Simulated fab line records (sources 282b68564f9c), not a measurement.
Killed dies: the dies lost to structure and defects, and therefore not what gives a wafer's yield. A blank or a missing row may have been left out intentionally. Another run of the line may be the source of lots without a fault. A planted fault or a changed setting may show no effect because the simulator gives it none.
2 desks, one fault    flow rit_cmos    numbers are kept per desk, each desk with only its own; the story behind them comes last

AT THE METROLOGY DESK
What the gauges read for every lot (on any tool): the sampled wafers with a number, averaged. The brackets show how far a lot's mean lies from the usual mean; more than 4 standard deviations puts the lot out of limits, marked OUT.
Columns: A = GATE_POLY_THK at RIT_GATE_THK_MEAS_09, usual 251.1 nm; B = cd_nm at RIT_GATE_CD_MEAS_16, usual 150.1 nm; C = PSD_RS at RIT_SDANNEAL_RS_MEAS_04, usual 115.9 ohm/sq; D = cd_nm at RIT_M1_CD_MEAS_90, usual 2599 nm
lot   first seen here  A      B      C      D
L248  day 2 11:38      251.9  149.2  115.6  2596
L249  day 2 17:34      248.0  154.0  115.3  2597
L253  day 3 12:18      250.4  149.4  115.9  2601
L254  day 3 17:40      249.3  150.6  116.5  2595
L255  day 3 22:25      249.4  145.7  116.0  2602
L256  day 4 04:28      248.9  150.9  116.0  2604
L258  day 4 13:33      252.4  147.9  116.1  2605
L259  day 4 17:58      250.9  148.3  115.4  2600
L260  day 5 01:10      250.8  149.4  115.8  2593
L262  day 5 09:16      252.5  154.6  116.2  2600
L263  day 5 14:00      252.9  152.1  116.0  2598
L265  day 6 02:02      249.9  150.1  115.7  2577 (-6.5) OUT
L267  day 6 10:25      253.2  150.6  116.4  2583 (-4.7) OUT
L271  day 7 07:27      252.6  152.3  115.8  2605
This desk's finding: out of limits on L265, L267; first on L265, day 6 21:25 (cd_nm at RIT_M1_CD_MEAS_90). In limits: L248, L249, L253, L254, L255, L256, L258, L259, L260, L262, L263, L271.

THE TOOL OWNER'S DESK: rie_metal-03
The tool's own readings at RIT_M1_METAL_ETCH_12 (etches Al in Cl2/BCl3, stops on SiO2, time 165 s, target depth 600 nm): means of the sampled wafers that have a number, for each lot that ran on this tool. The brackets show how far a lot's mean lies from the usual mean; more than 4 standard deviations puts the lot out of limits, marked OUT.
Columns: A = drypump_motor_current_A at RIT_M1_METAL_ETCH_12, usual 5.5 A; B = oes_product_au at RIT_M1_METAL_ETCH_12, usual 0.777 a.u.; C = throttle_valve_pct at RIT_M1_METAL_ETCH_12, usual 8.32 %
lot   first seen here  A    B      C
L248  day 3 06:40      5.2  0.778  8.32
L254  day 4 12:43      5.2  0.778  8.33
L260  day 5 19:55      5.6  0.770  8.32
L263  day 6 08:57      5.6  0.776  8.32
L265  day 6 20:43      5.3  0.787  8.33
L267  day 7 05:22      5.6  0.775  8.33
This desk's finding: nothing out of limits on any of the 6 lots.

BROUGHT TOGETHER
At day 6 21:25 the metrology desk could have sounded an alarm, on L265, L267.
Nothing out of limits was seen by the tool owner's desk.
The tool owner's desk has L265, L267 on record, within its limits.
All the named lots went through RIT_M1_METAL_ETCH_12 on rie_metal-03.

WHAT HAD BEEN PUT IN BY THE SIMULATOR
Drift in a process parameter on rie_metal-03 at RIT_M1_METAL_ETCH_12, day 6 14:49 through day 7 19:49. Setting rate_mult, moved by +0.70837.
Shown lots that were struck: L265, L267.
Per desk, hours elapsed from the start of the fault to the first reading out of limits: for the metrology desk, 7.
